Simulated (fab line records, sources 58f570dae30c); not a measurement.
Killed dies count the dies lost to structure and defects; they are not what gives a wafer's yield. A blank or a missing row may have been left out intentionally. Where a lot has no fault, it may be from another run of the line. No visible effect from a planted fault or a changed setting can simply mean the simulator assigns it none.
Matching of chambers || flow berkeley-cmos170 || UCB170_SPACER_CVD_00 on pecvd-03: 3 sister chambers
The step deposits SiO2 from TEOS/O2, target thk 376 nm, time 47 s. 6 wafers are shown with their chamber, then 8 later ones without.

== EACH WAFER AND ITS CHAMBER ==
{"wafer": "L229.4", "chamber": 0, "heater-power-w (W)": 296}
{"wafer": "L229.5", "chamber": 1, "heater-power-w (W)": 252}
{"wafer": "L235.1", "chamber": 1, "heater-power-w (W)": 239}
{"wafer": "L235.2", "chamber": 2, "heater-power-w (W)": 173}
{"wafer": "L235.4", "chamber": 0, "heater-power-w (W)": 372}
{"wafer": "L238.1", "chamber": 2, "heater-power-w (W)": 239}

== WAFERS WHOSE CHAMBER IS MISSING ==
{"wafer": "L238.4", "heater-power-w (W)": 396}
{"wafer": "L238.6", "heater-power-w (W)": 247}
{"wafer": "L244.1", "heater-power-w (W)": 353}
{"wafer": "L244.4", "heater-power-w (W)": 225}
{"wafer": "L244.6", "heater-power-w (W)": 369}
{"wafer": "L242.2", "heater-power-w (W)": 384}
{"wafer": "L242.3", "heater-power-w (W)": 195}
{"wafer": "L242.6", "heater-power-w (W)": 269}

== WHICH CHAMBER EACH ONE RAN IN ==
{"wafer": "L238.4", "from the rows above": 0, "in truth": 0}
{"wafer": "L238.6", "from the rows above": "can't be placed: 1 or 2", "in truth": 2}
{"wafer": "L244.1", "from the rows above": 0, "in truth": 0}
{"wafer": "L244.4", "from the rows above": "can't be placed: 2 or 1", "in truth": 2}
{"wafer": "L244.6", "from the rows above": 0, "in truth": 0}
{"wafer": "L242.2", "from the rows above": 0, "in truth": 0}
{"wafer": "L242.3", "from the rows above": "can't be placed: 2 or 1", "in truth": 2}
{"wafer": "L242.6", "from the rows above": "can't be placed: 1 or 2 or 0", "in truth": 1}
4 of 8 placed correctly. Can't be placed from these rows: 4 (the true chamber is among the candidates in 4). Number placed wrongly: 0.
How it was worked out, from the rows above alone: a wafer's distance from a chamber is the root of the sum, over the readings, of the square of ((its reading less the chamber's mean) divided by the reading's scatter). The wafer belongs to the nearest chamber; if the next one is less than 2 further off, it can't be placed. The mean given for a chamber averages the wafers shown for that chamber. The scatter: take each reading less its chamber's mean, square it, sum over the shown wafers, divide by the number of wafers less the number of chambers, and take the root.
